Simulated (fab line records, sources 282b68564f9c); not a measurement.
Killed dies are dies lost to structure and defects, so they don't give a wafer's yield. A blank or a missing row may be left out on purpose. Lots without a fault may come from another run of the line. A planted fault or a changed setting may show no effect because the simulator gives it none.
fab line records | flow rit_cmos
record lots=14 wafers=42 last_day=7
route steps=202 shown FOX2@27 NWELL@37 GATE@96 NLDD@106 M1@202
lots that met no fault: from a run of the same line without faults
start_h: hours from the record's first day to the start of the lot's first wafer shown | wait_h: hours since the lot's step before | " the same as in the row above | L1.1+2: a row that stands for several wafers | - no value, or no start given | * or withheld: withheld | < > ~ a bound
route shown NAME@n: a module of which the file shows steps, and the number in the route of the first | usual: mean/standard deviation of fault-free wafers | same: alike in all rows | chamber/n: place in a boat | sites: the reading at each site | _std_site: their standard deviation | _edge_site: outer sites' mean less inner sites' | radius_mm: how far each site lies from the wafer's centre | mask NAME#n: copy n | behind: the tool/chamber that last shaped the wafer | hold: why the lot was held/for how many hours/how that ended | device: the transistor (n, p or np) that didn't switch | end of line: the same wafers' tests at the end of the route | a step without rows: its recipe alone | killed: dies lost to structure and defects at the first sort, not the wafer's yield | map: a wafer's dies, x killed, . not, _ none there
set.NAME: the setting as run; set.NAME@STEP: as run at that earlier step | model.NAME: the simulator's own value behind a step, which no gauge read
steps of the route over a sample of lots; a table a step, a row a wafer
services: from which hour (start_h, from the record's first day; less than 0 if before it) a tool's chamber was out of use, for how many hours, and why
## steps
# step RIT_FOX2_THK_MEAS_90
# recipe reads=SiO2_of_FOX2_OXIDATION_00
# usual FIELD_OXIDE_LEFT_1_THK=325/5.8
# columns lot.wafer tool chamber start_h wait_h FIELD_OXIDE_LEFT_1_THK[nm]
L453.3 film_metro-02 - 19.60 0.0 321
L453.4 " - " " 317
L453.5 " - " " 314
L454.3 film_metro-01 - 24.22 0.0 329
L454.4 " - " " 333
L454.6 " - " " 328
L457.2 film_metro-02 - 40.89 0.0 324
L457.4 " - " " 323
L457.5 " - " " 322
L458.1 film_metro-01 - 44.47 0.0 321
L458.2 " - " " 316
L458.6 " - " " 324
L462.4 film_metro-02 - 65.50 0.0 326
L462.5 " - " " 323
L462.6 " - " " 322
L463.2 film_metro-03 - 69.32 0.0 325
L463.3 " - " " 327
L463.5 " - " " 326
L464.3 film_metro-02 - 74.25 0.0 325
L464.5 " - " " 332
L464.6 " - " " 335
L466.1 film_metro-03 - 84.24 0.0 322
L466.2 " - " " 317
L466.6 " - " " 320
L470.4 film_metro-02 - 105.70 0.0 329
L470.5 " - " " 324
L470.6 " - " " 326
L471.3 film_metro-02 - 109.98 0.0 325
L471.5 " - " " 325
L471.6 " - " " 326
L472.4 film_metro-01 - 114.44 0.0 321
L472.5 " - " " 329
L472.6 " - " " 321
L473.2 film_metro-01 - 119.32 0.0 328
L473.3 " - " " 320
L473.4 " - " " 323
L474.1 film_metro-01 - 124.86 0.0 336
L474.4 " - " " 335
L474.6 " - " " 338
L476.2 film_metro-01 - 134.38 0.0 321
L476.4 " - " " 326
L476.5 " - " " 321
# step RIT_NWELL_STRIP_09
# recipe chemistry=O2 time_s=180 resist=NOVOLAK platen_temp_c=withheld power_w=500 pressure_mtorr=4000 o2_flow_sccm=4000
# usual chamber_pressure_mTorr=4000/3.3 drypump_motor_current_A=5.3/0.43
# columns lot.wafer tool chamber start_h wait_h chamber_pressure_mTorr drypump_motor_current_A rf_hours_counter_h
L453.3 plasma_asher-02 0 21.14 0.1 4002 5.4 -
L453.4 " 1 " " 4002 4.8 -
L453.5 " 0 " " 4001 5.4 -
L454.3 plasma_asher-02 0 25.76 0.1 3998 5.4 -
L454.4 " 1 " " 4003 4.8 -
L454.6 " 1 " " 4007 4.8 -
L457.2 plasma_asher-02 1 42.38 0.1 3999 4.8 24
L457.4 " 1 " " 3997 4.8 -
L457.5 " 1 " " 4002 4.8 -
L458.1 plasma_asher-02 0 46.02 0.1 3998 5.4 25
L458.2 " 1 " " 4000 4.8 25
L458.6 " 0 " " 3999 5.4 -
L462.4 plasma_asher-04 0 66.90 0.1 4001 5.4 -
L462.5 " 0 " " 3996 5.4 -
L462.6 " 1 " " 4000 5.0 -
L463.2 plasma_asher-01 0 70.69 0.1 3996 6.3 44
L463.3 " 1 " " 3995 5.2 -
L463.5 " 0 " " 4001 6.3 -
L464.3 plasma_asher-02 0 75.66 0.1 3996 5.4 -
L464.5 " 1 " " 3996 4.8 -
L464.6 " 0 " " 4001 5.4 -
L466.1 plasma_asher-04 1 85.62 0.1 4003 5.0 44
L466.2 " 0 " " 4002 5.4 44
L466.6 " 1 " " 3998 5.0 -
L470.4 plasma_asher-04 1 107.31 0.1 3992 5.0 -
L470.5 " 0 " " 3996 5.4 -
L470.6 " 1 " " 3994 5.0 -
L471.3 plasma_asher-01 1 111.52 0.1 3999 5.2 -
L471.5 " 1 " " 4005 5.2 -
L471.6 " 0 " " 3997 6.3 -
L472.4 plasma_asher-02 1 115.97 0.1 4004 4.8 -
L472.5 " 0 " " 4001 5.4 -
L472.6 " 1 " " 4001 4.8 -
L473.2 plasma_asher-01 1 120.81 0.1 3999 5.2 49
L473.3 " 0 " " 3997 6.2 -
L473.4 " 1 " " 4001 5.2 -
L474.1 plasma_asher-04 0 126.23 0.1 3997 5.4 49
L474.4 " 0 " " 4001 5.4 -
L474.6 " 0 " " 3997 5.4 -
L476.2 plasma_asher-02 1 136.07 0.1 4001 4.8 34
L476.4 " 0 " " 4001 5.4 -
L476.5 " 0 " " 4000 5.4 -
# step RIT_GATE_STRIP_20
# recipe chemistry=O2 time_s=180 resist=NOVOLAK platen_temp_c=withheld power_w=500 pressure_mtorr=4000 o2_flow_sccm=4000
# usual chamber_pressure_mTorr=4000/3.7 drypump_motor_current_A=5.3/0.44
# columns lot.wafer tool chamber start_h wait_h chamber_pressure_mTorr drypump_motor_current_A rf_hours_counter_h
L453.3 plasma_asher-04 1 36.98 0.1 4002 5.0 -
L453.4 " 0 " " 4003 5.4 -
L453.5 " 0 " " 4000 5.4 -
L454.3 plasma_asher-01 1 41.80 0.1 4001 5.2 -
L454.4 " 0 " " 4002 6.3 -
L454.6 " 0 " " 4000 6.3 -
L457.2 plasma_asher-02 0 58.46 0.1 4002 5.4 26
L457.4 " 1 " " 4002 4.8 -
L457.5 " 0 " " 4005 5.4 -
L458.1 plasma_asher-04 1 61.99 0.1 3995 5.0 41
L458.2 " 0 " " 4001 5.4 41
L458.6 " 1 " " 4000 5.0 -
L462.4 plasma_asher-01 0 83.57 0.1 4003 6.3 -
L462.5 " 1 " " 4005 5.2 -
L462.6 " 0 " " 4001 6.3 -
L463.2 plasma_asher-02 1 86.47 0.1 4004 4.8 29
L463.3 " 0 " " 4000 5.4 -
L463.5 " 1 " " 3990 4.8 -
L464.3 plasma_asher-01 1 92.17 0.1 4003 5.2 -
L464.5 " 0 " " 4002 6.3 -
L464.6 " 1 " " 3995 5.2 -
L466.1 plasma_asher-01 1 102.03 0.1 3997 5.2 47
L466.2 " 0 " " 4007 6.3 47
L466.6 " 1 " " 4001 5.2 -
L470.4 plasma_asher-04 1 122.82 0.1 4008 5.0 -
L470.5 " 1 " " 3998 5.1 -
L470.6 " 0 " " 3998 5.4 -
L471.3 plasma_asher-02 1 127.01 0.1 4002 4.8 -
L471.5 " 1 " " 3998 4.8 -
L471.6 " 0 " " 4002 5.4 -
L472.4 plasma_asher-04 1 131.86 0.1 4003 5.0 -
L472.5 " 0 " " 3999 5.4 -
L472.6 " 1 " " 4002 5.0 -
L473.2 plasma_asher-04 1 136.46 0.1 4001 5.0 50
L473.3 " 0 " " 4001 5.4 -
L473.4 " 1 " " 3999 5.0 -
L474.1 plasma_asher-04 1 142.79 0.1 4008 5.0 50
L474.4 " 1 " " 4004 5.1 -
L474.6 " 0 " " 4001 5.4 -
L476.2 plasma_asher-02 1 151.56 0.1 4004 4.8 36
L476.4 " 1 " " 3999 4.8 -
L476.5 " 1 " " 3997 4.8 -
# step RIT_NLDD_EXPOSE_03
# recipe mask_id=M7 na=0.57 target_cd_nm=40700 dose_mj=250
# usual focus_offset_nm=-0.1/0.51
# columns lot.wafer tool chamber start_h wait_h mask focus_offset_nm
L453.3 iline_stepper-01 0 41.07 0.2 M7#0 0.0
L453.4 " 0 " " M7#0 -0.4
L453.5 " 0 " " M7#0 -1.3
L454.3 iline_stepper-01 0 46.23 0.1 M7#0 -0.1
L454.4 " 0 " " M7#0 -0.8
L454.6 " 0 " " M7#0 -0.4
L457.2 iline_stepper-02 0 62.25 0.1 M7#0 0.1
L457.4 " 0 " " M7#0 -1.3
L457.5 " 0 " " M7#0 0.0
L458.1 iline_stepper-02 0 66.10 0.2 M7#0 0.1
L458.2 " 0 " " M7#0 -0.1
L458.6 " 0 " " M7#0 -1.1
L462.4 iline_stepper-01 0 87.44 0.2 M7#0 0.1
L462.5 " 0 " " M7#0 -0.8
L462.6 " 0 " " M7#0 -0.5
L463.2 iline_stepper-02 0 90.34 0.2 M7#0 0.0
L463.3 " 0 " " M7#0 -0.2
L463.5 " 0 " " M7#0 -0.1
L464.3 iline_stepper-02 0 95.90 0.1 M7#0 0.3
L464.5 " 0 " " M7#0 0.1
L464.6 " 0 " " M7#0 0.0
L466.1 iline_stepper-02 0 106.00 0.2 M7#0 -0.5
L466.2 " 0 " " M7#0 0.7
L466.6 " 0 " " M7#0 -0.3
L470.4 iline_stepper-01 0 126.75 0.2 M7#0 -0.2
L470.5 " 0 " " M7#0 -0.3
L470.6 " 0 " " M7#0 -0.3
L471.3 iline_stepper-02 0 131.29 0.2 M7#0 -0.8
L471.5 " 0 " " M7#0 0.3
L471.6 " 0 " " M7#0 0.6
L472.4 iline_stepper-01 0 135.71 0.2 M7#0 -0.7
L472.5 " 0 " " M7#0 -0.6
L472.6 " 0 " " M7#0 0.4
L473.2 iline_stepper-01 0 141.45 0.1 M7#0 0.2
L473.3 " 0 " " M7#0 -0.2
L473.4 " 0 " " M7#0 -0.1
L474.1 iline_stepper-02 0 146.64 0.2 M7#0 0.0
L474.4 " 0 " " M7#0 -0.5
L474.6 " 0 " " M7#0 -0.1
L476.2 iline_stepper-02 0 155.32 0.1 M7#0 0.3
L476.4 " 0 " " M7#0 0.2
L476.5 " 0 " " M7#0 0.1
# step RIT_NLDD_OVL_MEAS_06
# usual NLDD_OVL=0.1/1.5
# columns lot.wafer tool chamber start_h wait_h NLDD_OVL[nm]
L453.3 overlay-02 - 41.44 - 0.0
L453.4 " - " " -4.9
L453.5 " - " " -2.5
L454.3 overlay-01 - 46.60 - -1.6
L454.4 " - " " -1.4
L454.6 " - " " 0.7
L457.2 overlay-01 - 62.64 - 0.3
L457.4 " - " " 1.5
L457.5 " - " " 0.7
L458.1 overlay-01 - 66.50 - -0.7
L458.2 " - " " 1.0
L458.6 " - " " 2.1
L462.4 overlay-01 - 87.79 - -0.8
L462.5 " - " " -0.3
L462.6 " - " " 0.0
L463.2 overlay-02 - 90.72 - 0.9
L463.3 " - " " 2.4
L463.5 " - " " 0.9
L464.3 overlay-01 - 96.27 - 1.1
L464.5 " - " " 1.0
L464.6 " - " " 0.2
L466.1 overlay-01 - 106.40 - 1.3
L466.2 " - " " 1.2
L466.6 " - " " 0.7
L470.4 overlay-02 - 127.11 - -1.7
L470.5 " - " " -2.5
L470.6 " - " " -3.1
L471.3 overlay-02 - 131.67 - -0.9
L471.5 " - " " -1.4
L471.6 " - " " -0.4
L472.4 overlay-01 - 136.07 - -180.0
L472.5 " - " " -182.3
L472.6 " - " " -181.1
L473.2 overlay-01 - 141.83 - -181.4
L473.3 " - " " -183.1
L473.4 " - " " -180.9
L474.1 overlay-01 - 147.04 - -0.5
L474.4 " - " " -1.1
L474.6 " - " " 0.0
L476.2 overlay-02 - 155.71 - 1.2
L476.4 " - " " 1.4
L476.5 " - " " 1.3
# step RIT_M1_PROBE_99
# usual killed_at_contacts=0.1/0.35 killed_at_front_end=6.6/2.7 killed_dies=6.7/2.8 killed_on_rim=1.8/1.5 killed_open=3.4/2.1 killed_short=3.3/1.8
# same gross_dies=264 killed_at_M0_to_M3=0 killed_at_M4_up=0 killed_at_back_side=0 killed_at_other=0
# columns lot.wafer tool chamber start_h wait_h killed_at_contacts killed_at_front_end killed_dies killed_on_rim killed_open killed_short
L453.3 prober-02 - 58.07 0.2 0 6 6 2 3 3
L453.4 prober-02 - 58.12 0.2 0 6 6 1 3 3
L453.5 prober-02 - 58.17 0.2 0 7 7 3 5 2
L454.3 prober-01 - 62.05 0.2 0 6 6 2 6 0
L454.4 prober-01 - 62.10 0.2 0 2 2 0 0 2
L454.6 prober-01 - 62.20 0.2 0 7 7 0 3 4
L457.2 prober-02 - 78.50 0.1 1 7 8 1 6 2
L457.4 prober-02 - 78.60 0.2 0 4 4 0 3 1
L457.5 prober-02 - 78.65 0.2 0 9 9 3 6 3
L458.1 prober-01 - 82.58 0.1 0 5 5 1 2 3
L458.2 prober-01 - 82.63 0.1 0 1 1 0 1 0
L458.6 prober-01 - 82.83 0.2 0 2 2 0 1 1
L462.4 prober-01 - 103.82 0.2 0 8 8 4 7 1
L462.5 prober-01 - 103.87 0.2 0 5 5 1 4 1
L462.6 prober-01 - 103.92 0.2 1 12 13 2 8 5
L463.2 prober-02 - 106.46 0.1 0 3 3 2 1 2
L463.3 prober-02 - 106.51 0.2 0 11 11 3 3 8
L463.5 prober-02 - 106.61 0.2 0 3 3 1 2 1
L464.3 prober-01 - 111.92 0.2 0 8 8 2 7 1
L464.5 prober-01 - 112.02 0.2 0 6 6 1 4 2
L464.6 prober-01 - 112.07 0.2 0 11 11 1 9 2
L466.1 prober-01 - 121.77 0.1 0 10 10 1 5 5
L466.2 prober-01 - 121.82 0.1 0 11 11 2 5 6
L466.6 prober-01 - 122.02 0.2 0 8 8 3 4 4
L470.4 prober-01 - 143.04 0.2 0 9 9 1 6 3
L470.5 prober-01 - 143.09 0.2 0 6 6 3 4 2
L470.6 prober-01 - 143.14 0.2 0 4 4 1 3 1
L471.3 prober-02 - 148.11 0.2 0 5 5 0 2 3
L471.5 prober-02 - 148.21 0.2 0 3 3 2 2 1
L471.6 prober-02 - 148.26 0.2 1 6 7 1 2 5
L472.4 prober-01 - 151.81 0.2 1 8 9 3 4 5
L472.5 prober-01 - 151.86 0.2 0 7 7 2 4 3
L472.6 prober-01 - 151.91 0.2 0 4 4 0 3 1
L473.2 prober-02 - 157.28 0.1 0 10 10 3 5 5
L473.3 prober-02 - 157.33 0.2 0 8 8 3 5 3
L473.4 prober-02 - 157.38 0.2 0 11 11 3 5 6
L474.1 prober-01 - 163.67 0.1 0 9 9 3 8 1
L474.4 prober-01 - 163.82 0.2 0 8 8 4 4 4
L474.6 prober-01 - 163.92 0.2 0 6 6 1 4 2
L476.2 prober-01 - 172.76 0.1 0 8 8 1 5 3
L476.4 prober-01 - 172.86 0.2 0 9 9 4 5 4
L476.5 prober-01 - 172.91 0.2 0 10 10 2 5 5
# killed by level:class
L453.3 GATE:geometric_particle:short=2 FOX1:geometric_particle:open=1 GATE:geometric_particle:open=1 SILICIDE:geometric_particle:short=1 SILICIDE:geometric_particle:open=1
L453.4 GATE:geometric_particle:open=2 REOX:geometric_particle:short=2 SPACER:geometric_particle:open=1 SILICIDE:geometric_particle:short=1
L453.5 GATE:geometric_particle:open=3 FOX1:geometric_particle:open=1 GATE:geometric_particle:short=1 REOX:geometric_particle:open=1 SPACER:geometric_particle:short=1
L454.3 GATE:geometric_particle:open=4 SPACER:geometric_particle:open=1 SILICIDE:geometric_particle:open=1
L454.4 FOX1:geometric_particle:short=1 GATE:geometric_particle:short=1
L454.6 GATE:geometric_particle:open=3 GATE:geometric_particle:short=3 ACTIVE:geometric_particle:short=1
L457.2 GATE:geometric_particle:open=2 FOX1:geometric_particle:open=1 FOX2:geometric_particle:short=1 GATE:geometric_particle:short=1 REOX:geometric_particle:open=1 SPACER:geometric_particle:open=1 CONTACT:geometric_particle:open=1
L457.4 GATE:geometric_particle:open=3 SILICIDE:geometric_particle:short=1
L457.5 GATE:geometric_particle:open=5 GATE:geometric_particle:short=1 REOX:geometric_particle:short=1 SPACER:geometric_particle:short=1 SILICIDE:geometric_particle:open=1
L458.1 GATE:geometric_particle:short=2 FOX2:geometric_particle:open=1 FOX2:geometric_particle:short=1 REOX:geometric_particle:open=1
L458.2 FOX1:geometric_particle:open=1
L458.6 FOX2:geometric_particle:open=1 SILICIDE:geometric_particle:short=1
L462.4 GATE:geometric_particle:open=4 FOX1:geometric_particle:open=2 GATE:geometric_particle:short=1 SPACER:geometric_particle:open=1
L462.5 GATE:geometric_particle:open=2 FOX1:geometric_particle:open=1 GATE:geometric_particle:short=1 SPACER:geometric_particle:open=1
L462.6 GATE:geometric_particle:open=3 GATE:geometric_particle:short=3 FOX1:geometric_particle:open=2 FOX2:geometric_particle:short=1 REOX:geometric_particle:open=1 SPACER:geometric_particle:short=1 SILICIDE:geometric_particle:open=1 CONTACT:geometric_particle:open=1
L463.2 GATE:geometric_particle:short=1 GATE:geometric_particle:open=1 REOX:geometric_particle:short=1
L463.3 SPACER:geometric_particle:short=4 GATE:geometric_particle:short=3 SPACER:geometric_particle:open=2 REOX:geometric_particle:short=1 REOX:geometric_particle:open=1
L463.5 GATE:geometric_particle:open=2 REOX:geometric_particle:short=1
L464.3 SILICIDE:geometric_particle:open=3 GATE:geometric_particle:open=2 SPACER:geometric_particle:open=2 FOX2:geometric_particle:short=1
L464.5 FOX1:geometric_particle:open=2 GATE:geometric_particle:open=1 SPACER:geometric_particle:open=1 SPACER:geometric_particle:short=1 SILICIDE:geometric_particle:short=1
L464.6 FOX1:geometric_particle:open=4 REOX:geometric_particle:open=2 FOX1:geometric_particle:short=1 GATE:geometric_particle:open=1 SPACER:geometric_particle:open=1 SILICIDE:geometric_particle:short=1 SILICIDE:geometric_particle:open=1
L466.1 SPACER:geometric_particle:short=4 SPACER:geometric_particle:open=2 FOX1:geometric_particle:short=1 FOX2:geometric_particle:open=1 GATE:geometric_particle:open=1 REOX:geometric_particle:open=1
L466.2 FOX1:geometric_particle:short=2 FOX1:geometric_particle:open=2 FOX2:geometric_particle:open=1 GATE:geometric_particle:short=1 REOX:geometric_particle:short=1 REOX:geometric_particle:open=1 SPACER:geometric_particle:short=1 SILICIDE:geometric_particle:open=1
L466.6 FOX1:geometric_particle:short=2 GATE:geometric_particle:open=2 GATE:geometric_particle:short=2 FOX1:geometric_particle:open=1 FOX2:geometric_particle:open=1
L470.4 GATE:geometric_particle:open=6 GATE:geometric_particle:short=2 REOX:geometric_particle:short=1
L470.5 GATE:geometric_particle:open=2 REOX:geometric_particle:open=1 REOX:geometric_particle:short=1 SILICIDE:geometric_particle:open=1 SILICIDE:geometric_particle:short=1
L470.6 FOX1:geometric_particle:open=2 GATE:geometric_particle:short=1 SILICIDE:geometric_particle:open=1
L471.3 FOX1:geometric_particle:short=2 FOX2:geometric_particle:open=2 FOX2:geometric_particle:short=1
L471.5 FOX1:geometric_particle:open=1 GATE:geometric_particle:short=1 SPACER:geometric_particle:open=1
L471.6 SPACER:geometric_particle:short=2 FOX1:geometric_particle:open=1 GATE:geometric_particle:open=1 REOX:geometric_particle:short=1 SILICIDE:geometric_particle:short=1 CONTACT:geometric_particle:short=1
L472.4 GATE:geometric_particle:open=4 FOX1:geometric_particle:short=1 GATE:geometric_particle:short=1 REOX:geometric_particle:short=1 SILICIDE:geometric_particle:short=1 CONTACT:geometric_particle:short=1
L472.5 SPACER:geometric_particle:open=2 FOX1:geometric_particle:open=1 GATE:geometric_particle:short=1 REOX:geometric_particle:short=1 REOX:geometric_particle:open=1 SPACER:geometric_particle:short=1
L472.6 FOX1:geometric_particle:open=1 GATE:geometric_particle:open=1 REOX:geometric_particle:short=1 SPACER:geometric_particle:open=1
L473.2 SPACER:geometric_particle:open=3 FOX2:geometric_particle:short=2 ACTIVE:geometric_particle:short=1 GATE:geometric_particle:open=1 REOX:geometric_particle:short=1 SPACER:geometric_particle:short=1 SILICIDE:geometric_particle:open=1
L473.3 GATE:geometric_particle:open=2 GATE:geometric_particle:short=2 SPACER:geometric_particle:open=2 REOX:geometric_particle:short=1 SILICIDE:geometric_particle:open=1
L473.4 GATE:geometric_particle:short=4 GATE:geometric_particle:open=4 REOX:geometric_particle:short=1 SPACER:geometric_particle:open=1 SILICIDE:geometric_particle:short=1
L474.1 SPACER:geometric_particle:open=3 FOX2:geometric_particle:open=2 SILICIDE:geometric_particle:open=2 GATE:geometric_particle:short=1 GATE:geometric_particle:open=1
L474.4 FOX2:geometric_particle:short=2 GATE:geometric_particle:short=2 FOX1:geometric_particle:open=1 FOX2:geometric_particle:open=1 GATE:geometric_particle:open=1 SPACER:geometric_particle:open=1
L474.6 FOX1:geometric_particle:open=1 GATE:geometric_particle:open=1 GATE:geometric_particle:short=1 REOX:geometric_particle:short=1 SPACER:geometric_particle:open=1 SILICIDE:geometric_particle:open=1
L476.2 GATE:geometric_particle:open=3 FOX2:geometric_particle:short=2 FOX1:geometric_particle:short=1 FOX2:geometric_particle:open=1 REOX:geometric_particle:open=1
L476.4 GATE:geometric_particle:open=2 FOX1:geometric_particle:open=1 FOX1:geometric_particle:short=1 GATE:geometric_particle:short=1 REOX:geometric_particle:short=1 REOX:geometric_particle:open=1 SILICIDE:geometric_particle:short=1 SILICIDE:geometric_particle:open=1
L476.5 FOX1:geometric_particle:short=3 SPACER:geometric_particle:open=2 GATE:geometric_particle:short=1 GATE:geometric_particle:open=1 REOX:geometric_particle:open=1 SPACER:geometric_particle:short=1 SILICIDE:geometric_particle:open=1
## services
# columns tool chamber start_h hours kind
iline_stepper-01 - 16.77 1.8 repair
iline_stepper-02 - 23.72 1.7 pm
plasma_asher-02 - 29.96 0.8 repair
iline_stepper-01 - 75.45 5.2 repair
iline_stepper-02 0 76.45 - calibration
plasma_asher-01 - 102.22 7.6 repair
iline_stepper-01 0 140.42 - calibration
iline_stepper-01 - 155.22 1.7 pm
## key
first_sign step=RIT_NLDD_OVL_MEAS_06 reading=NLDD_OVL direction=down sigmas=99+ usual=0.1 struck=-181.5
effect none on later readings
met_at RIT_NLDD_EXPOSE_03
struck_lots L472,L473
tester_left_out L472,L473
not_acting_at RIT_FOX2_THK_MEAS_90,RIT_NWELL_STRIP_09,RIT_GATE_STRIP_20
onset_between 126.75 135.71
fault kind=scanner_matching_overlay tool=iline_stepper-01 chamber=- onset_h=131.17 steps=RIT_NLDD_EXPOSE_03 offset=-180
# tester_left_out: of these lots the tester's yield and bins aren't shown, on N5 and GAA mostly nor the transistor test; their killed dies are dies lost to structure and defects alone, not to doping, threshold or leakage, so they don't give the yield
